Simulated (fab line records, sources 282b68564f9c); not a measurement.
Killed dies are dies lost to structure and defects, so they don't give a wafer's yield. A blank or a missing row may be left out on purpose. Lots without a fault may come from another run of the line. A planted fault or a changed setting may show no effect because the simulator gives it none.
Which tool did it? | flow rit_cmos | 14 lots, 42 wafers sampled, at 2 steps of a route of 202

WHAT THE GAUGES READ, wafer by wafer
The record holds no reading of a measuring or inspecting step that can be judged against a usual standard deviation.

WHICH TOOL RAN EACH LOT (tool, then ch and the chambers of the sampled wafers, then the start)
lot  | RIT_GATE_STRIP_20                   | RIT_M1_PROBE_99
L755 | plasma_asher-02 ch 0, day 2 16:20   | -
L756 | plasma_asher-01 ch 0,1, day 2 22:35 | -
L757 | plasma_asher-03 ch 0,1, day 3 06:01 | -
L758 | plasma_asher-03 ch 0,1, day 3 08:46 | prober-01, day 4 05:00
L759 | plasma_asher-02 ch 0,1, day 3 10:41 | -
L760 | plasma_asher-02 ch 0,1, day 3 20:50 | prober-02, day 4 16:46
L761 | plasma_asher-01 ch 0,1, day 3 21:08 | prober-01, day 4 18:32
L762 | plasma_asher-02 ch 0,1, day 4 02:04 | prober-02, day 4 23:29
L763 | plasma_asher-01 ch 0,1, day 4 08:44 | -
L764 | plasma_asher-03 ch 0,1, day 4 19:26 | prober-02, day 5 16:29
L766 | plasma_asher-02 ch 0, day 4 23:30   | prober-02, day 5 21:31
L774 | plasma_asher-01 ch 0,1, day 6 13:28 | -
L775 | plasma_asher-01 ch 0,1, day 6 22:02 | -
L777 | plasma_asher-02 ch 0,1, day 7 04:04 | -
- RIT_GATE_STRIP_20: strips in O2, time 180 s.
- RIT_M1_PROBE_99

WHAT THE TOOLS THEMSELVES READ (means of the sampled wafers that have a number; where no wafer has one, the mark that the record gives instead)
RIT_GATE_STRIP_20.
lot  | tool            | drypump_motor_current_A (A) | o2_flow_sccm (sccm)
L755 | plasma_asher-02 | 5.0                         | 4001
L756 | plasma_asher-01 | 5.6                         | 3988
L757 | plasma_asher-03 | 5.6                         | 3999
L758 | plasma_asher-03 | 5.6                         | 4015
L759 | plasma_asher-02 | 5.3                         | 3999
L760 | plasma_asher-02 | 5.3                         | 3998
L761 | plasma_asher-01 | 5.6                         | 4007
L762 | plasma_asher-02 | 5.7                         | 4004
L763 | plasma_asher-01 | 5.5                         | 4004
L764 | plasma_asher-03 | 5.6                         | 4003
L766 | plasma_asher-02 | 5.0                         | 4011
L774 | plasma_asher-01 | 5.1                         | 5324
L775 | plasma_asher-01 | 5.1                         | 5334
L777 | plasma_asher-02 | 5.3                         | 3992

RIT_M1_PROBE_99.
lot  | tool      | killed_at_M0_to_M3 | killed_at_contacts | killed_at_front_end | killed_dies | killed_on_rim | killed_open | killed_short
L758 | prober-01 | 0.0                | 0.0                | 10.3                | 10.3        | 3.0           | 4.7         | 5.3
L760 | prober-02 | 0.0                | 1.0                | 7.0                 | 8.0         | 2.3           | 5.3         | 2.7
L761 | prober-01 | 0.0                | 0.0                | 7.7                 | 7.7         | 2.3           | 2.7         | 5.0
L762 | prober-02 | 0.0                | 0.0                | 6.0                 | 6.0         | 2.3           | 3.7         | 2.3
L764 | prober-02 | 0.0                | 0.0                | 5.7                 | 5.7         | 1.7           | 3.0         | 2.7
L766 | prober-02 | 0.0                | 0.3                | 6.3                 | 6.7         | 1.7           | 3.7         | 3.0

THE ANSWER, worked out from the rows above alone
Rule: what is usual is taken from the lots themselves. Put in order of their means at a reading, lots are off if they are a third of the lots or fewer, leave a main group of 4 or more, and stand apart from it by a gap of 3 or more times the standard deviation of the main group's means; of several such gaps the widest counts. A main group whose means are all the same, to the digits that the tables above print for the reading, isn't used. A lot without any number at a reading at which 4 lots or more have one is off too. The other lots that the step has rows for count as sound. The gauges are gone through in route order, then the tools' own readings, and for those a lot's mean is taken as printed above. The first step at which some lot is off is used, and at that step the reading that is off furthest; a lot without a number counts as furthest.
Off: L774, L775, at RIT_GATE_STRIP_20 (o2_flow_sccm). The main group: mean 4002 sccm, standard deviation 7.2.
A tool fits if, at that step or a process step before it, it ran every lot that is off, and no sound lot after the first of them. One fits: plasma_asher-01 at RIT_GATE_STRIP_20. Its last sound lot is L763 (day 4 08:44), its first lot that is off L774 (day 6 13:28): a fault that began between those two fits.
The tool's own readings at RIT_GATE_STRIP_20 bear it out: on the lots that are off they differ by more than 5 times the standard deviation of the sound lots' means. o2_flow_sccm reads 5329 sccm there against 4002 sccm on the sound lots.

WHAT THE SIMULATOR HAD PUT IN
Process parameter drift: plasma_asher-01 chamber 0, from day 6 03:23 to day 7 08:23, at RIT_GATE_STRIP_20. Setting o2_flow_sccm, moved by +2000, from 4000. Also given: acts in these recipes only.
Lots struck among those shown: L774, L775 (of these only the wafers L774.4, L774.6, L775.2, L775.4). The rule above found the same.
